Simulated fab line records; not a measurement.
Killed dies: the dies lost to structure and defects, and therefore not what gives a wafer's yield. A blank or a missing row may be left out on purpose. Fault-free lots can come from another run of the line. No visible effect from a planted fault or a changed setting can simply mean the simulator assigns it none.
Problem report in the 8D (eight disciplines) form, filled by code | flow berkeleyCmos170 | the parts of the form that need people (team, actions taken, sign-off) are left out

## 1. WHAT IS WRONG
Mean of tubeCenterTempC at UCB170_GATE_ANNEAL_03: 905.88 C across 6 wafers in 2 lots; on wafers with no fault it is 900.01 C (standard deviation 0.086). That puts it +68 standard deviations away from the usual mean.
The step: time 1800 s.
First seen on wafer L926.3, day 8 23:59, on furnace-02. The record holds 42 wafers of 14 lots with a number at this step. By rule, "out" or "out of limits" means more than 4 standard deviations away from the usual mean. All remaining wafers that have a number are taken as sound.

## 2. WHAT IT IS; WHAT IT IS NOT
question                    | is                                                      | is not
which readings at this step | tubeCenterTempC, spikeTcCentreC, tube_center_temp_C_max | -
which lots                  | L926, L927                                              | L916, L918, L919, L920, L930, L931, L932, L933, L934, L935, L938, L939
which wafers of those lots  | all that have a number                                  | -
read on which tools         | furnace-02                                              | furnace-01, furnace-04
when                        | from day 8 23:59                                        | up to then (12 sound wafers); but 24 sound wafers of L930, L931, L932, L933, L934, L935, L938, L939 came after

## 3. THE SUSPECTS, EACH WITH WHAT RULES IT OUT
Counting: any tool at a process step up to the reading is kept as a suspect provided that every lot that is out went through it and no sound lot did after the first of them.
- plasmaAsher-03 at UCB170_PFIELD_STRIP_08 (strips in O2): ruled out as a lasting fault. Sound lots L933, L931 ran on it after its first lot that is out, L926 (day 6 22:19).
- furnace-02 at UCB170_GATE_ANNEAL_03 (time 1800 s): kept. All lots that are out passed through it, beginning with L926 at day 8 23:59, and no sound lot followed; its final sound lot before that point was L918 at day 7 09:06. On those wafers its own readings are out: spikeTcCentreC, tubeCenterTempC, tube_center_temp_C_max.
After counting, what remains is furnace-02 at UCB170_GATE_ANNEAL_03.

## 4. THE CAUSE (what the simulator had put in)
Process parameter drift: furnace-02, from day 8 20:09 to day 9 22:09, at UCB170_GATE_ANNEAL_03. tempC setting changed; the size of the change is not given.
The count eliminated every tool but this one.

## 5. THE CHAIN OF EFFECTS, in route order
Each row: a reading where the mean over the struck wafers with a number is more than 3 standard deviations away from the usual. Readings are gone through only where the record gives a usual standard deviation; hours: the median, over the lots, of the time from a lot's start at the first step in this table giving one to that lot's start at this step; sigmas: the change measured in usual standard deviations.
hours | step                  | reading                | usual    | on struck wafers | change | sigmas
0     | UCB170_GATE_ANNEAL_03 | spikeTcCentreC         | 902.9 C  | 909.1            | +6.2   | +5.7
0     | UCB170_GATE_ANNEAL_03 | tubeCenterTempC        | 900.01 C | 905.88           | +5.87  | +68
0     | UCB170_GATE_ANNEAL_03 | tube_center_temp_C_max | 902.4    | 908.4            | +6.0   | +15
The process steps in it:
- UCB170_GATE_ANNEAL_03: time 1800 s.

## 6. WHAT WOULD HAVE CAUGHT IT SOONER
First out-of-limits reading in this record: day 8 23:59, which is 4 hours after fault onset at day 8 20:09.
